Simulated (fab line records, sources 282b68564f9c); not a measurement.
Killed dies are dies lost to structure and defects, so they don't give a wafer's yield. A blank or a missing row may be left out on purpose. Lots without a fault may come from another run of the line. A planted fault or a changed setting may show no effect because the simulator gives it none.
A struck lot beside a sound one | flow rit_cmos | 43 steps out of a route of 202
Sound: wafers L809.1, L809.2, L809.4. Struck: wafers L816.1, L816.2, L816.6. The cause comes at the end.
At each step with rows: each side's tool, then ch and its chambers, then its first start. Under that, the readings that differ: sound wafers | struck wafers | difference of the means | sigmas: that difference in standard deviations of wafers without a fault.
alike: readings whose means differ by less than 2 such deviations, and words and numbers that are the same on both sides. not compared: withheld readings, readings that some wafer has no value for, bounds like >300 that may hide the same value, and numbers for which the record gives no deviation and whose values overlap.
The two part at a step that has a row with sigmas, a row that says differs or no value, or rows on one side only. Numbers that don't overlap but have no deviation are shown without sigmas and don't part them. A reading that every wafer of one side lacks parts them only if that side has two wafers or more.

first, 2 steps without rows for these wafers: RIT_NLDD_HARDBAKE_07 (time 60 s); RIT_NLDD_IMPLANT_08.
RIT_NLDD_STRIP_09: strips in O2, time 180 s.
  sound on plasma_asher-01 ch 0,1, day 3 08:06; struck on plasma_asher-01 ch 0,1, day 4 14:13
  alike: drypump_motor_current_A, rf_refl_power_W
  not compared: rf_hours_counter_h
RIT_NLDD_TW_MEAS_10:
  sound on film_metro-03, day 3 08:16; struck on film_metro-03, day 4 14:23
  alike: NLDD_TW
then, 6 steps without rows for these wafers: RIT_PLDD_HMDS_00 (prime time 60 s); RIT_PLDD_COAT_01 (resist thk 1000 nm); RIT_PLDD_SOFTBAKE_02 (time 60 s); RIT_PLDD_EXPOSE_03 (exposes mask M8, target cd 40900 nm); RIT_PLDD_PEB_04; RIT_PLDD_DEVELOP_05 (develop time 50 s).
RIT_PLDD_OVL_MEAS_06:
  sound on overlay-01, day 3 09:11; struck on overlay-02, day 4 15:22
  alike: PLDD_OVL
then, 1 step without rows for these wafers: RIT_PLDD_HARDBAKE_07 (time 60 s).
RIT_PLDD_IMPLANT_08:
  sound on implanter-04 ch 0, day 3 09:22; struck on implanter-01 ch 0, day 4 15:38
  reading                   | sound             | struck            | difference | sigmas
  implant_ion_amu           | 49 49 49          | 75 75 75          | +26        |
  model.implant.drp_nm (nm) | 9.752 9.752 9.752 | 7.212 7.212 7.212 | -2.540     |
  model.implant.rp_nm (nm)  | 17.07 17.07 17.07 | 15.56 15.56 15.56 | -1.51      |
RIT_PLDD_STRIP_09: strips in O2, time 180 s.
  sound on plasma_asher-03 ch 0,1, day 3 09:31; struck on plasma_asher-02 ch 0,1, day 4 15:55
  alike: drypump_motor_current_A, rf_refl_power_W
  not compared: rf_hours_counter_h
RIT_PLDD_TW_MEAS_10:
  sound on film_metro-03, day 3 09:42; struck on film_metro-03, day 4 16:05
  reading | sound          | struck         | difference | sigmas
  PLDD_TW | 2325 2331 2310 | 2954 2947 2956 | +630       | +42
then, 4 steps without rows for these wafers: RIT_SPACER_CLEAN_00 (cleans in SC1, time 600 s); RIT_SPACER_CLEAN_01 (cleans in dHF, time 30 s); RIT_SPACER_CLEAN_02 (cleans in SC2, time 600 s); RIT_SPACER_CVD_03 (deposits Si3N4 from SiH2Cl2/NH3, target thk 250 nm, time 3300 s).
RIT_SPACER_THK_MEAS_04:
  sound on film_metro-02, day 3 12:04; struck on film_metro-04, day 4 18:28
  alike: SPACER_NITRIDE_THK
RIT_SPACER_ETCHBACK_05: etches Si3N4 in SF6/CHF3, stops on SiO2, target depth 250 nm, time 240 s.
  sound on rie_diel-03 ch 0,2,3, day 3 12:08; struck on rie_diel-04 ch 1,2,3, day 4 18:31
  alike: drypump_motor_current_A, oes_product_au, throttle_valve_pct
  not compared: rf_hours_counter_h
then, 6 steps without rows for these wafers: RIT_NSD_HMDS_00 (prime time 60 s); RIT_NSD_COAT_01 (resist thk 1000 nm); RIT_NSD_SOFTBAKE_02 (time 60 s); RIT_NSD_EXPOSE_03 (exposes mask M9, target cd 40700 nm); RIT_NSD_PEB_04; RIT_NSD_DEVELOP_05 (develop time 50 s).
RIT_NSD_OVL_MEAS_06:
  sound on overlay-01, day 3 13:16; struck on overlay-01, day 4 19:31
  alike: NSD_OVL
then, 2 steps without rows for these wafers: RIT_NSD_HARDBAKE_07 (time 60 s); RIT_NSD_IMPLANT_08.
RIT_NSD_STRIP_09: strips in O2, time 180 s.
  sound on plasma_asher-01 ch 0,1, day 3 13:35; struck on plasma_asher-02 ch 0,1, day 4 19:52
  alike: drypump_motor_current_A, rf_refl_power_W
  not compared: rf_hours_counter_h
RIT_NSD_TW_MEAS_10:
  sound on film_metro-01, day 3 13:46; struck on film_metro-02, day 4 20:02
  alike: NSD_TW
then, 6 steps without rows for these wafers: RIT_PSD_HMDS_00 (prime time 60 s); RIT_PSD_COAT_01 (resist thk 1000 nm); RIT_PSD_SOFTBAKE_02 (time 60 s); RIT_PSD_EXPOSE_03 (exposes mask M10, target cd 40900 nm); RIT_PSD_PEB_04; RIT_PSD_DEVELOP_05 (develop time 50 s).
RIT_PSD_OVL_MEAS_06:
  sound on overlay-02, day 3 14:41; struck on overlay-02, day 4 20:56
  alike: PSD_OVL
then, 2 steps without rows for these wafers: RIT_PSD_HARDBAKE_07 (time 60 s); RIT_PSD_IMPLANT_08.
RIT_PSD_STRIP_09: strips in O2, time 180 s.
  sound on plasma_asher-04 ch 0,1, day 3 15:01; struck on plasma_asher-01 ch 0,1, day 4 21:17
  alike: drypump_motor_current_A, rf_refl_power_W
  not compared: rf_hours_counter_h
RIT_SDANNEAL_RS_MEAS_06: measures by four-point-probe.
  sound on film_metro-01, day 3 15:55; struck on film_metro-02, day 4 22:12
  reading          | sound             | struck         | difference | sigmas
  PLDD_RS (ohm/sq) | 178.7 178.9 179.0 | 68.7 68.5 68.7 | -110.2     | -99 or more

WHERE THEY PART
First at RIT_PLDD_TW_MEAS_10; last, within this record, at RIT_SDANNEAL_RS_MEAS_06.

WHY: what the simulator had put in
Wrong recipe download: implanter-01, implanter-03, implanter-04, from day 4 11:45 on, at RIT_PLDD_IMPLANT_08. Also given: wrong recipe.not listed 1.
